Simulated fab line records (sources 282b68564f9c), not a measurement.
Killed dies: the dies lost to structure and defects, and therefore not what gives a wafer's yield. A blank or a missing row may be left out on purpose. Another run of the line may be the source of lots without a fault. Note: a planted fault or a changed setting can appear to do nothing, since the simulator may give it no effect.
One fault through the eyes of 2 desks -- flow ritCmos -- what lay behind the numbers comes last; until then each desk has only its own

FOR THE TOOL OWNER'S DESK: furnace-04
The tool's own readings at RIT_GATE_OXIDATION_05 (target thk 3 nm, ox time 270 s): means of the sampled wafers that have a number, for each lot that ran on this tool. Any lot whose mean is over 4 standard deviations away from the usual mean is out of limits and marked OUT; that distance is given in the brackets.
Columns: A = zonePowerLoadPct at RIT_GATE_OXIDATION_05, usual 25.5 %; B = zonePowerSourcePct at RIT_GATE_OXIDATION_05, usual 27.7 %
lot,first seen here,A,B
L785,day 2 17:52,22.4,27.3
L786,day 3 02:12,22.3,27.3
L789,day 3 14:14,22.4,27.4
L794,day 4 10:08,22.1,27.2
L796,day 4 19:55,22.2,27.3
L798,day 5 02:19,22.2,27.3
L800,day 5 13:19,22.1,27.5
This desk found nothing out of limits on any of the 7 lots.

AT THE METROLOGY DESK
Lot by lot, what the gauges showed, no matter which tool ran the lot: averages of those sampled wafers that carry a number. Any lot whose mean is over 4 standard deviations away from the usual mean is out of limits and marked OUT; that distance is given in the brackets.
Columns: A = FIELD_OXIDE_LEFT_2_THK at RIT_FOX2_THK_MEAS_91, usual 255 nm; B = GATE_OXIDE_THK at RIT_GATE_THK_MEAS_07, usual 2.98 nm
lot,first seen here,A,B
L785,day 2 14:08,243,2.93
L786,day 2 21:08,253,2.95
L788,day 3 06:05,260,2.92
L789,day 3 14:11,261,3.05
L790,day 3 19:55,260,2.94
L792,day 4 05:37,262,2.93
L794,day 4 10:00,257,2.97
L796,day 4 19:52,258,3.00
L797,day 4 23:46,255,3.00
L798,day 5 02:15,244,2.69 (-5.1) OUT
L800,day 5 12:24,254,2.73 (-4.4) OUT
L804,day 6 08:24,261,2.99
L805,day 6 12:29,256,2.96
L808,day 7 07:47,257,3.03
Per this desk, out of limits: L798, L800; the first was L798, day 5 03:57 (GATE_OXIDE_THK at RIT_GATE_THK_MEAS_07). Within limits: L785, L786, L788, L789, L790, L792, L794, L796, L797, L804, L805, L808.

TAKEN TOGETHER
Metrology desk: alarm possible at day 5 03:57 on L798, L800.
The desk of the tool owner found nothing out of limits.
On record at the tool owner's desk: L798, L800, within its limits.
RIT_GATE_OXIDATION_05 was run on furnace-04 by each of the lots named.

WHAT THE SIMULATOR PUT IN
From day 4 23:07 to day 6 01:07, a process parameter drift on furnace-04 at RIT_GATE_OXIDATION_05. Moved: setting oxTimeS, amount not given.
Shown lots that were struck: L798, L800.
Per desk, hours elapsed from the start of the fault to the first reading out of limits: for the metrology desk, 5.
